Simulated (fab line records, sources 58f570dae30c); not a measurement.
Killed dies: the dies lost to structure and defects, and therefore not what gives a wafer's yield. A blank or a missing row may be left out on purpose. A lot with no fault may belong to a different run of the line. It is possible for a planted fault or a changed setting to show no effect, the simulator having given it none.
8D (eight disciplines) problem report, filled in by code + flow berkeleyCmos170 + the parts of the form that need people (team, actions taken, sign-off) are left out

## 1. THE PROBLEM
Mean NSD_RS at UCB170_SDANNEAL_RS_MEAS_03: 33.05 ohm/sq over 6 wafers in 2 lots; fault-free wafers: 37.25 ohm/sq, standard deviation 0.089. Relative to the usual mean, that is a shift of -47 standard deviations.
The step: measures by four-point-probe.
Earliest sighting: wafer L939.4 on filmMetro-03 at day 10 20:58. The record holds 42 wafers of 14 lots with a number at this step. By rule, "out" or "out of limits" means more than 4 standard deviations away from the usual mean. The rest of the wafers with a number are treated as sound.

## 2. WHAT IT IS AND WHAT IT IS NOT
| question                    | is                         | is not                                                                    |
|-----------------------------|----------------------------|---------------------------------------------------------------------------|
| which readings at this step | NSD_RS                     | -                                                                         |
| which lots                  | L939, L942                 | L923, L925, L927, L928, L929, L930, L932, L933, L934, L935, L944, L946    |
| which wafers of those lots  | all that have a number     | -                                                                         |
| read on which gauges        | filmMetro-02, filmMetro-03 | filmMetro-01                                                              |
| when                        | from day 10 20:58          | up to then (30 sound wafers); but 6 sound wafers of L944, L946 came after |

## 3. WHAT RULES OUT EACH SUSPECT
Counting: any tool at a process step up to the reading is kept as a suspect provided that every lot that is out went through it and no sound lot did after the first of them.
- the gauge at UCB170_SDANNEAL_RS_MEAS_03: ruled out. The wafers that are out were read on 2 gauges (filmMetro-02, filmMetro-03).
- implanter-03 at UCB170_NSD_IMPLANT_08: kept. It ran every lot that is out, first L939 (day 10 19:02), and no sound lot after that; its last sound lot up to then is L935 (day 9 23:00). On those wafers its own readings are out: beamOnS, endStationPressureTorr, faradayCurrentUA.
- plasmaAsher-01 at UCB170_NSD_STRIP_09 (strips in O2): kept. It ran every lot that is out, first L939 (day 10 19:09), and no sound lot after that; its last sound lot up to then is L933 (day 9 23:04). On those wafers its own readings are out: stripTimeToEndpointS.
The count leaves plasmaAsher-01 at UCB170_NSD_STRIP_09 and implanter-03 at UCB170_NSD_IMPLANT_08.

## 4. THE CAUSE (what the simulator had put in)
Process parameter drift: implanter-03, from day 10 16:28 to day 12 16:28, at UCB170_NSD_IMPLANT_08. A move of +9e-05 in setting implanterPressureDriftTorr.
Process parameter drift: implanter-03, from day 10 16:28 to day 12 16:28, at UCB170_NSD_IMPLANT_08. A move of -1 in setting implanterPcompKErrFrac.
Counting leaves 2 suspects; this tool is one of them.

## 5. THE CHAIN OF EFFECTS, in route order
Rows list readings where the struck wafers' mean (over those with a number) sits beyond 3 standard deviations from the usual. Only readings for which the record gives a usual standard deviation are gone through. hours: the time from each lot's start at the first step in this table that gives one to its start at this step, as a median over the lots. sigmas: the change in usual standard deviations.
| hours | step                       | reading                | usual         | on struck wafers | change    | sigmas      |
|-------|----------------------------|------------------------|---------------|------------------|-----------|-------------|
| 0     | UCB170_NSD_IMPLANT_08      | beamOnS                | 10.03 s       | 13.51            | +3.48     | +17         |
| 0     | UCB170_NSD_IMPLANT_08      | endStationPressureTorr | 1.26e-05 Torr | 9.82e-05         | +8.56e-05 | +99 or more |
| 0     | UCB170_NSD_IMPLANT_08      | faradayCurrentUA       | 9232          | 7119             | -2113     | -11         |
| 0     | UCB170_NSD_STRIP_09        | oesProductAu           | 0.533 a.u.    | 0.512            | -0.021    | -4.4        |
| 0     | UCB170_NSD_STRIP_09        | stripTimeToEndpointS   | 35.83 s       | 38.84            | +3.01     | +44         |
| 3     | UCB170_SDANNEAL_RS_MEAS_03 | NSD_RS                 | 37.25 ohm/sq  | 33.05            | -4.20     | -47         |
Here are the process steps it includes:
- UCB170_NSD_IMPLANT_08
- UCB170_NSD_STRIP_09: strips in O2.
At these later measuring or inspecting steps, every struck wafer for which the step has a row has a number for every such reading, and none has moved that far: UCB170_V1_THK_MEAS_04.

## 6. HOW IT WOULD HAVE BEEN CAUGHT EARLIER
The first out-of-limits reading at a measuring or inspecting step in this record came at day 10 20:58, 5 hours after the fault's start at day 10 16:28.
The tool's own readings at UCB170_NSD_IMPLANT_08 were out on every struck wafer that the step has a row for (beamOnS, endStationPressureTorr, faradayCurrentUA): an alarm limit on them would have fired on the first of those.
Of the lots that are out (2), L942 began UCB170_NSD_IMPLANT_08 on implanter-03 after day 10 20:58. Holding the tool at that time would have saved it.
